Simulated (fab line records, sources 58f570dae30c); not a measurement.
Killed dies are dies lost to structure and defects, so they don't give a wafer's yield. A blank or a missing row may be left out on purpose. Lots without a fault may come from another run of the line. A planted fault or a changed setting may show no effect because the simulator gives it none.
Split-lot experiment | flow berkeley_cmos170 | 5 lots, 23 wafers read, on a route of 331 steps

THE SPLIT
At UCB170_SILICIDE_SPUTTER_01 (material Ti, target thk 30 nm, time 25 s), the setting time_s was moved away from the recipe's 25 s on 9 of the 23 wafers read, by -8.6% to +13.5%. The other wafers ran this setting at the recipe's value.

FROM THE SPLIT TO THE READING: what the file shows between them, 1 step
- UCB170_SILICIDE_RS_MEAS_02: measures by four-point-probe

THE READING
SILICIDE_TI_THK, in nm, at UCB170_SILICIDE_THK_MEAS_03 (measures by xrf). Fault-free wafers of this fab line usually give 30.29 nm, standard deviation 0.3 nm.

wafer  | tool, chamber at the split | time_s as run, s | against the recipe | SILICIDE_TI_THK, nm | against lot-mates on the recipe
L076.1 | pvd_sputter-01, -          | 23.55            | -5.8%              | 28.02               | -2.01
L076.2 | pvd_sputter-01, -          | 25               | recipe             | 30.33               | -
L076.4 | pvd_sputter-01, -          | 23.55            | -5.8%              | 28.14               | -1.89
L076.5 | pvd_sputter-01, -          | 25               | recipe             | 29.73               | -
L076.6 | pvd_sputter-01, -          | 23.55            | -5.8%              | 28.27               | -1.76
L077.1 | pvd_sputter-02, -          | 25               | recipe             | 30.34               | -
L077.3 | pvd_sputter-02, -          | 25               | recipe             | 30.09               | -
L077.5 | pvd_sputter-02, -          | 25               | recipe             | 29.84               | -
L078.1 | pvd_sputter-01, -          | 26.26            | +5.0%              | 32.12               | +1.46
L078.2 | pvd_sputter-01, -          | 25               | recipe             | 30.54               | -
L078.4 | pvd_sputter-01, -          | 26.26            | +5.0%              | 32.41               | +1.75
L078.5 | pvd_sputter-01, -          | 25               | recipe             | 30.54               | -
L078.6 | pvd_sputter-01, -          | 25               | recipe             | 30.90               | -
L081.1 | pvd_sputter-02, -          | 25               | recipe             | 30.82               | -
L081.2 | pvd_sputter-02, -          | 25               | recipe             | 30.46               | -
L081.3 | pvd_sputter-02, -          | 22.84            | -8.6%              | 27.87               | -2.84
L081.5 | pvd_sputter-02, -          | 25               | recipe             | 30.84               | -
L081.6 | pvd_sputter-02, -          | 22.84            | -8.6%              | 28.11               | -2.60
L084.1 | pvd_sputter-02, -          | 25               | recipe             | 30.22               | -
L084.3 | pvd_sputter-02, -          | 25               | recipe             | 30.19               | -
L084.4 | pvd_sputter-02, -          | 28.38            | +13.5%             | 34.31               | +4.16
L084.5 | pvd_sputter-02, -          | 28.38            | +13.5%             | 34.07               | +3.92
L084.6 | pvd_sputter-02, -          | 25               | recipe             | 30.04               | -

THE FIT
A straight line over all 23 wafers: SILICIDE_TI_THK changes by +0.304 nm for each +1% of time_s; r = +0.98; the points scatter about the line by 0.38 nm.
The same after taking each lot's own level away (the mean of its wafers on the recipe; 23 wafers): +0.308 nm for each +1%; r = +0.99; scatter 0.18 nm.
On that fit, the largest move of time_s shifts the reading by 4.2 nm.
The lots' own levels span 30.030 to 30.707 nm, that is 2.3 times the standard deviation above.
So the lot-to-lot level changes the slope little: the two slopes agree.
Check: with one of the wafers moved furthest among these (+13.5%) left out of the fit, the line predicts +4.13 nm for it against its lot-mates. It came out at +4.16 nm against them.

OTHER SPLITS ON THESE WAFERS
These wafers also went through other splits before the reading. Each is held against what the fit with the lots' levels taken away leaves over:
other split on the same wafers   | wafers away from the commonest value | r with SILICIDE_TI_THK (lot level and that fit taken away)
UCB170_PSD_EXPOSE_03 dose_mj     | 8                                    | +0.01
UCB170_PSD_IMPLANT_08 energy_kev | 7                                    | +0.19
UCB170_BACKSIDE_COAT_01 spin_rpm | 10                                   | +0.20

THE WHOLE CHAIN: every reading that the file lists as answering this split, in the file's order
step                        | what it does                             | reading                                                                           | change (the file's fit)               | r (the file's)
UCB170_SILICIDE_SPUTTER_01  | material Ti, target thk 30 nm, time 25 s | Ti_of_SILICIDE_SPUTTER_01.thk_nm (the simulator's own value, which no gauge read) | +0.304 nm for each +1% of the setting | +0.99
UCB170_SILICIDE_RS_MEAS_02  | measures by four-point-probe             | SILICIDE_TI_RS                                                                    | -0.3 for each +1% of the setting      | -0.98
UCB170_SILICIDE_THK_MEAS_03 | measures by xrf                          | SILICIDE_TI_THK                                                                   | +0.307 for each +1% of the setting    | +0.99

THE FILE'S OWN FIT
SILICIDE_TI_THK changes by +0.307 nm for each +1% of time_s, r = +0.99.
